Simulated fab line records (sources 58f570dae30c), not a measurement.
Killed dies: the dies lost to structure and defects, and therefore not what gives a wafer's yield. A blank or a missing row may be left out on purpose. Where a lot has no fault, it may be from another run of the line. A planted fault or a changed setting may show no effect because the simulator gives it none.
Problem report in the 8D (eight disciplines) form, filled by code ; flow berkeley_cmos170 ; the parts of the form that need people (team, actions taken, sign-off) are left out

== 1. THE ISSUE ==
Mean PSD_RS at UCB170_SDANNEAL_RS_MEAS_02: 69.7 ohm/sq over 9 wafers in 3 lots; fault-free wafers: 75.6 ohm/sq, standard deviation 0.3. That puts it -20 standard deviations away from the usual mean.
The step: measures by four-point-probe.
First seen on wafer L557.1, day 10 21:40, on film_metro-04. At this step, 45 wafers from 15 lots have a number in the record. The rule behind "out" and "out of limits": a value lying over 4 standard deviations away from the usual mean. The other wafers with a number count as sound.

== 2. WHAT IT IS; WHAT IT IS NOT ==
question;is;is not
which readings at this step;PSD_RS;-
which lots;L557, L558, L561;L542, L544, L545, L547, L549, L550, L551, L552, L553, L554, L562, L565
which wafers of those lots;all that have a number;-
read on which gauges;film_metro-01, film_metro-04;film_metro-02
when;from day 10 21:40;"up to then (30 sound wafers); but 6 sound wafers of L562, L565 came after"

== 3. SUSPECTS, AND WHAT RULES EACH OUT ==
Counting: a tool stays on the suspect list if, at a process step up to the reading, it processed all lots that are out and no sound lot following the first of them.
- the gauge at UCB170_SDANNEAL_RS_MEAS_02 has been ruled out. Those wafers that are out were read across 2 gauges (film_metro-01, film_metro-04).
- rtp_anneal-01 at UCB170_SDANNEAL_RTA_01 (time 5 s): kept. Every lot that is out went through it, starting with L557 (day 10 21:33), and after that it ran no sound lot; the last sound lot it ran before then is L554 (day 10 13:09).
After counting, what remains is rtp_anneal-01 at UCB170_SDANNEAL_RTA_01.

== 4. THE CAUSE (what the simulator had put in) ==
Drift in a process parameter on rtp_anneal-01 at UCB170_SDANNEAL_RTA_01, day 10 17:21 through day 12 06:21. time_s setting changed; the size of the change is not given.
Only this tool survived the counting.

== 5. THE CHAIN OF EFFECTS, in route order ==
One row per reading whose mean, taken over the struck wafers that have a number, lies over 3 standard deviations from the usual. Scope: only readings with a usual standard deviation given in the record; hours: median across lots of the time from each lot's start at the first step in this table that gives one to its start at this step; sigmas: change in usual standard deviations.
hours;step;reading;usual;on struck wafers;change;sigmas
0;UCB170_SDANNEAL_RS_MEAS_02;PSD_RS;75.6 ohm/sq;69.7;-5.9;-20
0;UCB170_SDANNEAL_RS_MEAS_03;NSD_RS;37.26 ohm/sq;36.02;-1.24;-16

== 6. WHAT WOULD HAVE CAUGHT IT SOONER ==
The first out-of-limits reading at a measuring or inspecting step in this record came at day 10 21:40, 4 hours after the fault's start at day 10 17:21.
Of the tool readings at UCB170_SDANNEAL_RTA_01 for which the record gives a usual standard deviation, none was out on any struck wafer, so an alarm limit of 4 standard deviations on them would not have fired.
Lots out: 3; of these, L561, L558 started UCB170_SDANNEAL_RTA_01 on rtp_anneal-01 after day 10 21:40. A hold on the tool at that time would have spared those 2.
